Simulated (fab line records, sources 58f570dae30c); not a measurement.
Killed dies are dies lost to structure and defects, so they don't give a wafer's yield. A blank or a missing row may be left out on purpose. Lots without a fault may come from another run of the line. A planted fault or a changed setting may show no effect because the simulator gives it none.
fab line records | flow berkeley_cmos170
record lots=6 wafers=18 last_day=12
route steps=331 shown M2@277
lots that met no fault: from a run of the same line without faults
start_h: hours from the record's first day to the start of the lot's first wafer shown | wait_h: hours since the lot's step before | " the same as in the row above | L1.1+2: a row that stands for several wafers | - no value, or no start given | * or withheld: withheld | < > ~ a bound
route shown NAME@n: a module of which the file shows steps, and the number in the route of the first | usual: mean/standard deviation of fault-free wafers | same: alike in all rows | chamber/n: place in a boat | sites: the reading at each site | _std_site: their standard deviation | _edge_site: outer sites' mean less inner sites' | radius_mm: how far each site lies from the wafer's centre | mask NAME#n: copy n | behind: the tool/chamber that last shaped the wafer | hold: why the lot was held/for how many hours/how that ended | device: the transistor (n, p or np) that didn't switch | end of line: the same wafers' tests at the end of the route | a step without rows: its recipe alone | killed: dies lost to structure and defects at the first sort, not the wafer's yield | map: a wafer's dies, x killed, . not, _ none there
set.NAME: the setting as run; set.NAME@STEP: as run at that earlier step | model.NAME: the simulator's own value behind a step, which no gauge read
lots at some steps of the route; a table a step, a row a wafer
services: from which hour (start_h, from the record's first day; less than 0 if before it) a tool's chamber was out of use, for how many hours, and why
## steps
# step UCB170_M2_SOFTBAKE_06
# recipe resist=KrF temp_c=130 time_s=60
# step UCB170_M2_STRIP_07
# recipe chemistry=O2 power_w=400 pressure_mtorr=3500 platen_temp_c=withheld o2_flow_sccm=400 overash_fraction=0.5
# usual drypump_motor_current_A=5.6/0.51 o2_flow_sccm=399.9/1.1 oes_product_au=0.735/0.0046 strip_time_to_endpoint_s=22.00/0.085
# columns lot.wafer tool chamber start_h wait_h drypump_motor_current_A o2_flow_sccm oes_product_au rf_hours_counter_h strip_time_to_endpoint_s
L591.3 plasma_asher-02 0 191.38 0.1 5.1 400.4 0.738 - 22.08
L591.4 " 1 " " 5.3 401.2 0.736 - 22.11
L591.6 " 0 " " 5.1 399.8 0.738 - 22.13
L595.1 plasma_asher-02 0 222.31 0.1 5.1 399.5 0.741 42 21.75
L595.2 " 1 " " 5.3 399.7 0.728 42 21.74
L595.3 " 0 " " 5.1 400.8 0.736 - 21.81
L598.2 plasma_asher-03 1 239.73 0.1 6.2 401.6 0.735 12 22.09
L598.4 " 1 " " 6.2 400.9 0.735 - 22.11
L598.5 " 1 " " 6.2 401.0 0.734 - 22.07
L599.3 plasma_asher-01 0 255.37 0.1 6.0 400.3 0.727 - 21.98
L599.4 " 1 " " 6.1 399.7 0.740 - 21.98
L599.5 " 0 " " 6.1 400.6 0.737 - 21.97
L601.1 plasma_asher-03 0 256.35 0.1 5.0 400.3 0.738 13 21.93
L601.3 " 1 " " 6.2 401.3 0.725 - 21.95
L601.5 " 1 " " 6.2 399.8 0.729 - 21.93
L602.4 plasma_asher-02 1 267.83 0.1 5.3 397.3 0.737 - 21.99
L602.5 " 0 " " 5.1 399.6 0.734 - 21.89
L602.6 " 1 " " 5.3 399.1 0.733 - 21.98
# step UCB170_M2_STRIP_08
# recipe chemistry=DMSO temp_c=80 time_s=600 material=KrF
# step UCB170_M2_COAT_09
# recipe resist=BARC temp_c=withheld time_s=withheld spin_rpm=3000 resist_thk_nm=withheld
# step UCB170_M2_COAT_10
# recipe resist=KrF spin_rpm=1500 resist_thk_nm=900
# step UCB170_M2_SOFTBAKE_11
# recipe resist=KrF temp_c=130 time_s=60
# step UCB170_M2_EXPOSE_12
# recipe mask_id=METAL2 target_cd_nm=700 na=0.5 sigma_outer=0.6 source_shape=conventional dose_mj=26
# step UCB170_M2_PEB_13
# recipe peb_temp_c=130 peb_time_s=withheld resist=KrF
# step UCB170_M2_DEVELOP_14
# recipe developer=TMAH develop_time_s=45 resist=KrF dev_temp_c=21
# step UCB170_M2_CD_MEAS_15
# recipe target_cd_nm=700
# usual cd_nm=699.6/1.7
# columns lot.wafer tool chamber start_h wait_h cd_nm
L591.3 cd_sem-02 - 193.56 - 697.4
L591.4 " - " " 697.3
L591.6 " - " " 697.4
L595.1 cd_sem-01 - 223.97 - 699.3
L595.2 " - " " 698.9
L595.3 " - " " 699.9
L598.2 cd_sem-02 - 241.40 - 701.9
L598.4 " - " " 701.7
L598.5 " - " " 702.8
L599.3 cd_sem-01 - 257.42 - 699.3
L599.4 " - " " 700.5
L599.5 " - " " 700.3
L601.1 cd_sem-01 - 258.33 - 700.9
L601.3 " - " " 699.4
L601.5 " - " " 697.5
L602.4 cd_sem-02 - 270.49 - 701.4
L602.5 " - " " 700.2
L602.6 " - " " 700.5
# step UCB170_M2_OVL_MEAS_16
# usual M2_OVL=0/5.7
# columns lot.wafer tool chamber start_h wait_h M2_OVL[nm]
L591.3 overlay-02 - 193.65 0.1 6
L591.4 " - " " 2
L591.6 " - " " 5
L595.1 overlay-02 - 224.09 0.1 1
L595.2 " - " " 5
L595.3 " - " " 3
L598.2 overlay-02 - 241.50 0.1 5
L598.4 " - " " 0
L598.5 " - " " -9
L599.3 overlay-01 - 257.51 0.1 -1
L599.4 " - " " 5
L599.5 " - " " -8
L601.1 overlay-02 - 258.45 0.1 4
L601.3 " - " " 6
L601.5 " - " " 3
L602.4 overlay-01 - 270.56 0.1 -1
L602.5 " - " " 1
L602.6 " - " " -2
# step UCB170_M2_ETCH_17
# recipe chemistry=N2/H2 target_depth_a=withheld overetch_a=withheld target=BARC time_s=withheld source_w=500 bias_w=100 pressure_mtorr=30 n2_flow_sccm=100 h2_flow_sccm=200
# usual drypump_motor_current_A=5.4/0.42 oes_product_au=0.997/0.022 throttle_valve_pct=13.31/0.17
# columns lot.wafer tool chamber start_h wait_h drypump_motor_current_A oes_product_au throttle_valve_pct
L591.3 rie_diel-02 2 193.68 0.0 5.5 1.011 13.30
L591.4 " 3 " " 6.3 0.983 13.38
L591.6 " 1 " " 5.1 0.993 13.34
L595.1 rie_diel-02 2 224.13 0.0 5.5 0.988 13.32
L595.2 " 3 " " 6.3 0.982 13.37
L595.3 " 1 " " 5.1 0.983 13.34
L598.2 rie_diel-01 2 241.53 0.0 5.9 0.988 13.07
L598.4 " 2 " " 5.9 0.997 13.07
L598.5 " 3 " " 5.3 1.007 13.45
L599.3 rie_diel-01 1 257.54 0.0 4.9 0.998 13.21
L599.4 " 2 " " 5.9 0.994 13.06
L599.5 " 0 " " 5.6 0.996 13.26
L601.1 rie_diel-02 2 258.49 0.0 5.5 0.994 13.31
L601.3 " 1 " " 5.1 0.999 13.36
L601.5 " 3 " " 6.3 0.986 13.37
L602.4 rie_diel-01 1 270.58 0.0 4.9 0.983 13.20
L602.5 " 2 " " 5.9 0.996 13.07
L602.6 " 1 " " 4.9 0.992 13.20
# step UCB170_M2_METAL_ETCH_18
# recipe chemistry=Cl2/BCl3 target=Al stop_on=SiO2 pressure_mtorr=12 target_depth_a=11700 over_etch_frac=0.3 time_s=195 icp_w=600 bias_w=120 Cl2_flow_sccm=90 bcl3_flow_sccm=45
# usual drypump_motor_current_A=5.8/0.32 oes_product_au=0.848/0.018 throttle_valve_pct=24.4/0.31
# columns lot.wafer tool chamber start_h wait_h drypump_motor_current_A oes_product_au rf_hours_counter_h throttle_valve_pct model.KrF_of_M2_COAT_10.thk_nm model.M2.feature_depth_nm model.etch.depth_nm
L591.3 rie_metal-04 1 193.78 - 5.9 0.837 - 24.1 217.3 963.6 908
L591.4 " 0 " " 5.7 0.893 - 24.8 191.9 966.9 908.7
L591.6 " 0 " " 5.7 0.899 - 24.8 194.2 982 923.9
L595.1 rie_metal-02 0 224.17 - 5.5 0.846 9 24.0 221.2 972.4 916.2
L595.2 " 1 " " 6.4 0.850 15 24.7 202.6 970.1 912
L595.3 " 1 " " 6.4 0.838 - 24.7 191 965.9 907.8
L598.2 rie_metal-04 1 241.58 - 5.9 0.687 15 24.2 535.8 605.9 605.9
L598.4 " 1 " " 5.9 0.685 - 24.2 539.8 606.5 606.5
L598.5 " 1 " " 5.9 0.686 - 24.2 532.9 609.8 609.8
L599.3 rie_metal-04 0 257.70 - 5.7 0.742 - 24.9 518.5 640.7 640.7
L599.4 " 0 " " 5.7 0.747 - 24.9 517.2 641.3 641.3
L599.5 " 0 " " 5.7 0.735 - 24.9 519.4 635.8 635.8
L601.1 rie_metal-01 1 258.53 - 5.9 0.837 5 24.3 204.3 949.3 892
L601.3 " 0 " " 5.5 0.861 - 24.7 221.3 953.6 898.3
L601.5 " 1 " " 5.9 0.843 - 24.3 203.5 942.4 885.1
L602.4 rie_metal-01 1 270.69 - 5.9 0.841 - 24.3 191.7 954.3 896.6
L602.5 " 1 " " 5.9 0.841 - 24.3 193 955.3 897.7
L602.6 " 0 " " 5.5 0.852 - 24.7 201.5 944.8 888
# step UCB170_M2_STRIP_19
# recipe chemistry=O2 power_w=400 pressure_mtorr=3500 platen_temp_c=withheld o2_flow_sccm=400 overash_fraction=0.5
# usual drypump_motor_current_A=5.7/0.49 o2_flow_sccm=399.8/1.3 oes_product_au=0.533/0.015
# columns lot.wafer tool chamber start_h wait_h drypump_motor_current_A o2_flow_sccm oes_product_au rf_hours_counter_h
L591.3 plasma_asher-01 1 193.94 0.1 6.1 400.7 0.549 -
L591.4 " 0 " " 6.0 401.3 0.523 -
L591.6 " 0 " " 6.0 399.3 0.520 -
L595.1 plasma_asher-01 1 224.36 0.1 6.1 398.9 0.551 56
L595.2 " 0 " " 6.1 397.3 0.535 56
L595.3 " 0 " " 6.1 398.8 0.512 -
L598.2 plasma_asher-02 0 241.76 0.1 5.0 397.8 0.727 44
L598.4 " 1 " " 5.3 401.3 0.725 -
L598.5 " 0 " " 5.0 398.4 0.731 -
L599.3 plasma_asher-01 1 257.99 0.2 6.1 401.1 0.724 -
L599.4 " 0 " " 6.0 401.9 0.719 -
L599.5 " 1 " " 6.1 401.1 0.715 -
L601.1 plasma_asher-02 0 258.72 0.1 5.0 399.3 0.529 46
L601.3 " 0 " " 5.0 399.3 0.553 -
L601.5 " 1 " " 5.3 400.5 0.531 -
L602.4 plasma_asher-01 0 270.84 0.1 6.0 399.5 0.516 -
L602.5 " 0 " " 6.0 400.9 0.527 -
L602.6 " 1 " " 6.2 401.5 0.531 -
# step UCB170_M2_CD_MEAS_90
# recipe target_cd_nm=700
# usual cd_nm=699.0/2.9
# columns lot.wafer tool chamber start_h wait_h cd_nm
L591.3 cd_sem-02 - 194.05 0.1 695.4
L591.4 " - " " 698.2
L591.6 " - " " 697.2
L595.1 cd_sem-02 - 224.46 0.1 702.6
L595.2 " - " " 700.0
L595.3 " - " " 700.3
L598.2 cd_sem-02 - 241.88 0.1 725.9
L598.4 " - " " 724.2
L598.5 " - " " 725.7
L599.3 cd_sem-02 - 258.09 0.1 723.9
L599.4 " - " " 722.4
L599.5 " - " " 723.0
L601.1 cd_sem-02 - 258.82 0.1 699.4
L601.3 " - " " 694.8
L601.5 " - " " 695.0
L602.4 cd_sem-02 - 270.97 0.1 700.0
L602.5 " - " " 698.3
L602.6 " - " " 697.6
## services
# columns tool chamber start_h hours kind
rie_metal-04 - 181.23 2.8 pm
rie_diel-02 0 190.97 4.9 repair
rie_metal-01 0 195.05 - clean
rie_metal-01 0 195.05 16.4 scheduled_down
rie_metal-01 0 195.05 16.4 vent_cycle
rie_diel-01 - 197.13 14.6 pm
plasma_asher-02 - 202.30 3.2 repair
rie_metal-01 - 214.03 1.4 pm
rie_diel-01 0 214.85 3.8 repair
rie_diel-01 0 218.70 - clean
rie_diel-01 0 218.70 25.6 scheduled_down
rie_diel-01 0 218.70 25.6 vent_cycle
rie_diel-01 2 221.54 3.4 repair
rie_diel-01 1 241.75 1.5 repair
rie_diel-01 3 241.77 4.8 repair
rie_metal-04 1 243.86 - clean
rie_metal-04 1 243.86 25.0 scheduled_down
rie_metal-04 1 243.86 25.0 vent_cycle
plasma_asher-03 - 248.39 6.6 repair
plasma_asher-01 - 249.16 1.2 repair
plasma_asher-03 - 250.81 5.1 repair
plasma_asher-03 - 257.91 1.4 repair
plasma_asher-01 - 258.21 0.9 repair
## key
first_sign step=UCB170_M2_METAL_ETCH_18 reading=oes_product_au direction=down sigmas=7.5 usual=0.848 struck=0.714
effect step=UCB170_M2_STRIP_19 reading=oes_product_au direction=up sigmas=13 usual=0.533 struck=0.723
effect step=UCB170_M2_CD_MEAS_90 reading=cd_nm direction=up sigmas=8.8 usual=699.0 struck=724.2
model_effect step=UCB170_M2_METAL_ETCH_18 value=KrF_of_M2_COAT_10.thk_nm without=196.1 struck=527.3
met_at UCB170_M2_METAL_ETCH_18
struck_wafers L598.2,L598.4,L598.5,L599.3,L599.4,L599.5
later_rows_left_out L598.2,L598.4,L598.5,L599.3,L599.4,L599.5
sort_left_out L598.2,L598.4,L598.5,L599.3,L599.4,L599.5
onset_between 193.78 241.58
fault kind=process_parameter_drift tool=rie_metal-04 chamber=- onset_h=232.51 steps=UCB170_M2_METAL_ETCH_18 channel=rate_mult offset=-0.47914 shape=step end_h=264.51
# sort_left_out: the simulated sort isn't trusted on such a fault, so these wafers' sort isn't shown, and their yield isn't known
# later_rows_left_out: the simulator's readings of these wafers behind a module that went badly wrong aren't trusted and aren't shown, but for the sort
